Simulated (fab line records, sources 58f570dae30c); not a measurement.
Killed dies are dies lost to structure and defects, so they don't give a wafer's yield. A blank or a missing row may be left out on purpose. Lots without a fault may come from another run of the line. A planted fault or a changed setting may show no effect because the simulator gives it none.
Which tool did it? | flow berkeley_cmos170 | 15 lots, 45 wafers sampled, at 4 steps of a route of 331

WHAT THE GAUGES READ, wafer by wafer
UCB170_GATE_THK_MEAS_02.
lot  | measured     | on            | GATE_OXIDE_THK (nm)
L974 | day 6 19:36  | film_metro-04 | 6.75 6.66 6.69
L975 | day 6 19:34  | film_metro-04 | 6.55 6.53 6.57
L976 | day 6 19:33  | film_metro-03 | 6.48 6.59 6.47
L977 | day 7 12:04  | film_metro-03 | 6.68 6.64 6.72
L978 | day 7 12:03  | film_metro-02 | 6.64 6.59 6.63
L979 | day 7 22:07  | film_metro-03 | 6.48 6.58 6.51
L981 | day 8 09:47  | film_metro-04 | 6.88 6.87 6.83
L982 | day 8 09:44  | film_metro-02 | 6.70 6.78 6.83
L983 | day 8 09:46  | film_metro-03 | 6.90 6.72 6.75
L984 | day 8 09:49  | film_metro-03 | 6.70 6.79 6.62
L987 | day 9 02:51  | film_metro-02 | 6.45 6.42 6.45
L990 | day 10 04:28 | film_metro-02 | 5.99 6.16 6.14
L991 | day 10 04:28 | film_metro-03 | 6.09 6.09 6.09
L992 | day 10 05:57 | film_metro-03 | 6.02 6.15 6.13
L994 | day 10 14:21 | film_metro-03 | 6.71 6.62 6.71

UCB170_V1_CD_MEAS_12: target cd 700 nm.
lot  | measured     | on        | cd_nm (nm)
L974 | day 8 21:10  | cd_sem-01 | 703.9 703.4 704.1
L975 | day 8 21:28  | cd_sem-01 | 699.6 700.2 698.1
L976 | day 8 20:47  | cd_sem-01 | 700.2 700.5 699.8
L977 | day 9 01:56  | cd_sem-01 | 700.4 700.9 701.0
L978 | day 9 06:24  | cd_sem-01 | 696.7 696.7 696.3
L979 | day 9 15:09  | cd_sem-01 | 700.6 699.4 700.0
L981 | day 10 02:11 | cd_sem-01 | 698.4 698.5 699.2
L982 | day 10 02:31 | cd_sem-02 | 700.4 701.2 699.9
L983 | day 10 01:59 | cd_sem-02 | 697.8 700.0 698.6
L984 | day 10 02:28 | cd_sem-01 | 697.6 697.6 697.8
L987 | day 10 20:21 | cd_sem-02 | 699.9 701.0 699.5
L990 | day 11 21:07 | cd_sem-02 | 699.8 697.8 698.0
L991 | day 11 21:10 | cd_sem-01 | 700.6 700.6 701.2
L992 | day 11 21:22 | cd_sem-02 | 700.1 700.0 699.6
L994 | day 12 03:41 | cd_sem-02 | 701.3 700.7 700.9

WHICH TOOL RAN EACH LOT (tool, then ch and the chambers of the sampled wafers, then the start)
lot  | UCB170_GATE_OXIDATION_01      | UCB170_GATE_STRIP_16
L974 | furnace-03 ch 0, day 6 18:02  | plasma_asher-01 ch 0,1, day 7 06:08
L975 | furnace-03 ch 0, day 6 18:02  | plasma_asher-02 ch 0,1, day 7 05:54
L976 | furnace-03 ch 0, day 6 18:02  | plasma_asher-01 ch 0,1, day 7 05:35
L977 | furnace-04 ch 0, day 7 10:33  | plasma_asher-02 ch 0, day 7 19:39
L978 | furnace-04 ch 0, day 7 10:33  | plasma_asher-04 ch 0,1, day 7 19:32
L979 | furnace-01 ch 0, day 7 20:35  | plasma_asher-01 ch 0,1, day 8 05:29
L981 | furnace-03 ch 0, day 8 08:13  | plasma_asher-02 ch 0,1, day 8 18:02
L982 | furnace-03 ch 0, day 8 08:13  | plasma_asher-01 ch 0,1, day 8 18:29
L983 | furnace-03 ch 0, day 8 08:13  | plasma_asher-01 ch 0,1, day 8 17:48
L984 | furnace-03 ch 0, day 8 08:13  | plasma_asher-04 ch 0,1, day 8 17:55
L987 | furnace-04 ch 0, day 9 01:16  | plasma_asher-04 ch 0,1, day 9 12:23
L990 | furnace-03 ch 0, day 10 02:56 | plasma_asher-02 ch 0,1, day 10 14:08
L991 | furnace-03 ch 0, day 10 02:56 | plasma_asher-04 ch 0,1, day 10 14:06
L992 | furnace-03 ch 0, day 10 04:26 | plasma_asher-04 ch 0,1, day 10 14:22
L994 | furnace-01 ch 0, day 10 12:51 | plasma_asher-01 ch 0,1, day 10 20:36
- UCB170_GATE_OXIDATION_01: target thk 6.6 nm, ox time 1800 s.
- UCB170_GATE_STRIP_16: strips in O2.

WHAT THE TOOLS THEMSELVES READ (means of the sampled wafers that have a number; where no wafer has one, the mark that the record gives instead)
UCB170_GATE_OXIDATION_01.
lot  | tool       | spike_tc_centre_C (C) | spike_tc_load_C (C) | spike_tc_source_C (C) | tube_center_temp_C (C) | tube_center_temp_C_max
L974 | furnace-03 | 851.6                 | 868.4               | 874.3                 | 849.93                 | 852.1
L975 | furnace-03 | 850.3                 | 869.4               | 873.7                 | 849.98                 | 852.2
L976 | furnace-03 | 850.4                 | 868.2               | 875.4                 | 849.90                 | 851.8
L977 | furnace-04 | 852.3                 | 870.8               | 869.8                 | 850.03                 | 852.5
L978 | furnace-04 | 851.9                 | 871.3               | 869.5                 | 849.94                 | 852.1
L979 | furnace-01 | 854.4                 | 873.2               | 872.6                 | 850.01                 | 852.0
L981 | furnace-03 | 850.5                 | 869.2               | 875.2                 | 849.96                 | 852.1
L982 | furnace-03 | 850.0                 | 868.4               | 874.4                 | 849.98                 | 852.1
L983 | furnace-03 | 850.0                 | 868.8               | 875.0                 | 849.98                 | 851.9
L984 | furnace-03 | 849.8                 | 868.0               | 873.5                 | 849.92                 | 852.6
L987 | furnace-04 | 851.6                 | 870.6               | 869.6                 | 850.02                 | 852.5
L990 | furnace-03 | 844.8                 | 862.5               | 870.1                 | 844.95                 | 847.3
L991 | furnace-03 | 845.9                 | 862.5               | 869.8                 | 844.96                 | 847.1
L992 | furnace-03 | 845.8                 | 862.4               | 870.2                 | 845.01                 | 847.5
L994 | furnace-01 | 853.7                 | 874.1               | 871.4                 | 849.95                 | 852.4

UCB170_GATE_STRIP_16.
lot  | tool            | drypump_motor_current_A (A) | oes_product_au (a.u.)
L974 | plasma_asher-01 | 5.8                         | 0.722
L975 | plasma_asher-02 | 6.1                         | 0.722
L976 | plasma_asher-01 | 6.0                         | 0.728
L977 | plasma_asher-02 | 5.8                         | 0.720
L978 | plasma_asher-04 | 5.0                         | 0.724
L979 | plasma_asher-01 | 6.0                         | 0.722
L981 | plasma_asher-02 | 6.0                         | 0.723
L982 | plasma_asher-01 | 5.8                         | 0.719
L983 | plasma_asher-01 | 6.0                         | 0.723
L984 | plasma_asher-04 | 5.1                         | 0.722
L987 | plasma_asher-04 | 4.8                         | 0.727
L990 | plasma_asher-02 | 5.9                         | 0.723
L991 | plasma_asher-04 | 5.1                         | 0.719
L992 | plasma_asher-04 | 5.1                         | 0.726
L994 | plasma_asher-01 | 6.0                         | 0.722

THE ANSWER, worked out from the rows above alone
Rule: what is usual is taken from the lots themselves. Put in order of their means at a reading, lots are off if they are a third of the lots or fewer, leave a main group of 4 or more, and stand apart from it by a gap of 3 or more times the standard deviation of the main group's means; of several such gaps the widest counts. A main group whose means are all the same, to the digits that the tables above print for the reading, isn't used. A lot without any number at a reading at which 4 lots or more have one is off too. The other lots that the step has rows for count as sound. The gauges are gone through in route order, then the tools' own readings, and for those a lot's mean is taken as printed above. The first step at which some lot is off is used, and at that step the reading that is off furthest; a lot without a number counts as furthest.
Off: L990, L991, L992, at UCB170_GATE_OXIDATION_01 (tube_center_temp_C). The main group: mean 849.97 C, standard deviation 0.039.
A tool fits if, at that step or a process step before it, it ran every lot that is off, and no sound lot after the first of them. One fits: furnace-03 at UCB170_GATE_OXIDATION_01. Its last sound lot is L981 (day 8 08:13), its first lot that is off L990 (day 10 02:56): a fault that began between those two fits.
The tool's own readings at UCB170_GATE_OXIDATION_01 bear it out: on the lots that are off they differ by more than 5 times the standard deviation of the sound lots' means. tube_center_temp_C reads 844.97 C there against 849.97 C on the sound lots; tube_center_temp_C_max reads 847.3 there against 852.2 on the sound lots.

WHAT THE SIMULATOR HAD PUT IN
Process parameter drift: furnace-03, from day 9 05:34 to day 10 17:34, at UCB170_GATE_OXIDATION_01. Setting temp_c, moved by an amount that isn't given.
Lots struck among those shown: L990, L991, L992. The rule above found the same.
